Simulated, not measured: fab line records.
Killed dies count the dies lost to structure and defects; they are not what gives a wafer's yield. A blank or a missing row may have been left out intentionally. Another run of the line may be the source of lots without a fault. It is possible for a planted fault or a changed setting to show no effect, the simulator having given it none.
8D (eight disciplines) problem report, filled in by code	flow berkeley cmos170	the parts of the form that need people (team, actions taken, sign-off) are left out

1. THE PROBLEM
Mean GATE_OXIDE_THK at UCB170_GATE_THK_MEAS_02: 5.88 nm over 6 wafers in 2 lots; fault-free wafers: 6.60 nm, standard deviation 0.14. That puts it -5.2 standard deviations away from the usual mean.
The first sign was on wafer L894.2 at day 9 09:03, on film metro-03. Wafers with a number at this step in the record: 30, from 10 lots. By rule, "out" or "out of limits" means more than 4 standard deviations away from the usual mean. Any other wafer with a number is counted as sound.

2. WHAT IT IS; WHAT IT IS NOT
question	is	is not
which readings at this step	GATE_OXIDE_THK	-
which lots	L894, L896	L884, L885, L889, L890, L899, L900, L901, L907
which wafers of those lots	all that have a number	-
read on which gauges	film metro-03	film metro-01, film metro-04
when	from day 9 09:03	up to then (12 sound wafers); but 12 sound wafers of L899, L900, L901, L907 came after

3. THE SUSPECTS, EACH WITH WHAT RULES IT OUT
Counting: a tool at a process step up to the reading stays a suspect if it ran every lot that is out and no sound lot after the first of them.
- the gauge at UCB170_GATE_THK_MEAS_02 has been ruled out. All the wafers that are out were read on film metro-03, but those of them that UCB170_GATE_OXIDATION_01 has rows for are out there too, on other tools.
- plasma asher-04 at UCB170_PFIELD_STRIP_08 (strips in O2): ruled out as a lasting fault. After its first lot that is out, L894 (day 7 13:10), sound lots L900 ran on it.
- furnace-01 at UCB170_GATE_OXIDATION_01 (target thk 6.6 nm, ox time 1800 s): kept. All lots that are out passed through it, beginning with L894 at day 9 07:32, and no sound lot followed; its final sound lot before that point was L885 at day 7 00:16. Its own spike tc centre C, spike tc source C, tube center temp C, tube_center_temp_C_max readings are out on those wafers.
The count leaves furnace-01 at UCB170_GATE_OXIDATION_01.

4. THE CAUSE (what the simulator had put in)
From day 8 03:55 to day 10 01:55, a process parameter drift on furnace-01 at UCB170_GATE_OXIDATION_01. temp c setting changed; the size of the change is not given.
After counting, this tool was the only one left.

5. THE CHAIN OF EFFECTS, in route order
One row per reading whose mean, taken over the struck wafers that have a number, lies over 3 standard deviations from the usual. Readings are gone through only where the record gives a usual standard deviation; hours: the median, over the lots, of the time from a lot's start at the first step in this table giving one to that lot's start at this step; sigmas: the change measured in usual standard deviations.
hours	step	reading	usual	on struck wafers	change	sigmas
0	UCB170_GATE_OXIDATION_01	spike tc centre C	853.5 C	844.5	-9.0	-7.5
0	UCB170_GATE_OXIDATION_01	spike tc load C	876.6 C	867.2	-9.4	-4.3
0	UCB170_GATE_OXIDATION_01	spike tc source C	872.6 C	863.5	-9.1	-5.7
0	UCB170_GATE_OXIDATION_01	tube center temp C	850 C	841	-9	-99 or more
0	UCB170_GATE_OXIDATION_01	tube_center_temp_C_max	852.2	843.0	-9.2	-25
2	UCB170_GATE_THK_MEAS_02	GATE_OXIDE_THK	6.60 nm	5.88	-0.72	-5.2
Here are the process steps it includes:
- UCB170_GATE_OXIDATION_01: target thk 6.6 nm, ox time 1800 s.

6. WHAT WOULD HAVE CAUGHT IT SOONER
In this record the first reading out of limits at a measuring or inspecting step was taken at day 9 09:03, 29 hours after the fault began at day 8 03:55.
At UCB170_GATE_OXIDATION_01, the tool's own readings (spike tc centre C, spike tc source C, tube center temp C, tube_center_temp_C_max) were out on each struck wafer the step has a row for, so an alarm limit on them would have fired on the first such wafer.
All the lots that are out (2) had begun UCB170_GATE_OXIDATION_01 on furnace-01 by day 9 09:03. Had the tool been put on hold then, not one of them would have been saved.
